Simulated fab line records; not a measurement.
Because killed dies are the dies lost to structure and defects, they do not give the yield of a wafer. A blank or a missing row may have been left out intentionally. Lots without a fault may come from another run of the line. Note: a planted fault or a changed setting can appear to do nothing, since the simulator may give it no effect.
Lot-split experiment	flow berkeley_cmos170	27 wafers read across 5 lots, on a route 331 steps long

## THE SPLIT
At UCB170_SILICIDE_SPUTTER_01 (material Ti, target thk 30 nm, time 25 s), the setting time_s was moved away from the recipe's 25 s on 9 of the 27 wafers read, by -39.9% to -28.9%. For the rest of the wafers, this setting stayed at what the recipe calls for.

## FROM THE SPLIT ON TO THE READING: in between, the file shows 1 step
- UCB170_SILICIDE_RS_MEAS_02: measures by four-point-probe

## THE READING
SILICIDE_TI_THK, in nm, at UCB170_SILICIDE_THK_MEAS_03 (measures by xrf). A value of 30.1 nm with a standard deviation of 0.35 nm is what fault-free wafers of this fab line usually give.

wafer	tool, chamber at the split	time_s as run, s	against the recipe	SILICIDE_TI_THK, nm	against lot-mates on the recipe
L074.1	pvd_sputter-02, -	25	recipe	30.1	-
L074.2	pvd_sputter-02, -	15.02	-39.9%	18.1	-11.8
L074.3	pvd_sputter-02, -	15.02	-39.9%	17.9	-12.0
L074.4	pvd_sputter-02, -	25	recipe	29.6	-
L074.5	pvd_sputter-02, -	25	recipe	30.1	-
L074.6	pvd_sputter-02, -	15.02	-39.9%	18.1	-11.8
L077.2	pvd_sputter-03, -	25	recipe	30.7	-
L077.4	pvd_sputter-03, -	25	recipe	30.4	-
L077.5	pvd_sputter-03, -	25	recipe	30.2	-
L079.1	pvd_sputter-02, -	17.23	-31.1%	20.5	-9.3
L079.2	pvd_sputter-02, -	25	recipe	29.5	-
L079.3	pvd_sputter-02, -	25	recipe	29.9	-
L079.4	pvd_sputter-02, -	17.23	-31.1%	20.1	-9.7
L079.5	pvd_sputter-02, -	17.23	-31.1%	20.3	-9.5
L079.6	pvd_sputter-02, -	25	recipe	30.1	-
L083.1	pvd_sputter-04, -	25	recipe	29.7	-
L083.2	pvd_sputter-04, -	25	recipe	30.0	-
L083.3	pvd_sputter-04, -	25	recipe	29.8	-
L083.4	pvd_sputter-04, -	25	recipe	29.9	-
L083.5	pvd_sputter-04, -	25	recipe	29.7	-
L083.6	pvd_sputter-04, -	25	recipe	29.9	-
L081.1	pvd_sputter-03, -	17.78	-28.9%	21.2	-8.7
L081.2	pvd_sputter-03, -	17.78	-28.9%	21.5	-8.4
L081.3	pvd_sputter-03, -	25	recipe	30.0	-
L081.4	pvd_sputter-03, -	25	recipe	30.1	-
L081.5	pvd_sputter-03, -	17.78	-28.9%	21.6	-8.3
L081.6	pvd_sputter-03, -	25	recipe	29.7	-

THE FIT
A straight line over all 27 wafers: SILICIDE_TI_THK changes by +0.301 nm for each +1% of time_s; r = +1.00; the points scatter about the line by 0.29 nm.
The same after taking each lot's own level away (the mean of its wafers on the recipe; 27 wafers): +0.3 nm for each +1%; r = +1.00; scatter 0.21 nm.
On that fit, the largest move of time_s shifts the reading by 12 nm.
Across the lots, their own levels run from 29.83 to 30.43 nm, a range of 1.7 times the standard deviation given above.
Hence the lot-to-lot level has little effect on the slope; both slopes agree.
Check: -12 nm against its lot-mates is what the line predicts for one of the wafers moved furthest among these (-39.9%) when that wafer is left out of the fit. It came out at -11.8 nm against them.

## THESE WAFERS: OTHER SPLITS
Other splits were also applied to these wafers ahead of the reading. Each is held against what the fit with the lots' levels taken away leaves over:
other split on the same wafers	wafers away from the commonest value	r with SILICIDE_TI_THK (lot level and that fit taken away)
UCB170_ACTIVE_ETCH_15 target_depth_a	6	+0.12
UCB170_SPACER_CVD_00 time_s	9	-0.04

## THE WHOLE CHAIN: every reading that the file lists as answering this split, in the file's order
step	what it does	reading	change (the file's fit)	r (the file's)
UCB170_SILICIDE_SPUTTER_01	material Ti, target thk 30 nm, time 25 s	Ti_of_SILICIDE_SPUTTER_01.thk_nm (the simulator's own value, which no gauge read)	+0.3 nm for each +1% of the setting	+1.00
UCB170_SILICIDE_RS_MEAS_02	measures by four-point-probe	SILICIDE_TI_RS	-0.506 for each +1% of the setting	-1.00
UCB170_SILICIDE_THK_MEAS_03	measures by xrf	SILICIDE_TI_THK	+0.299 for each +1% of the setting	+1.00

## THE FILE'S OWN FIT
SILICIDE_TI_THK changes by +0.299 nm for each +1% of time_s, r = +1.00.
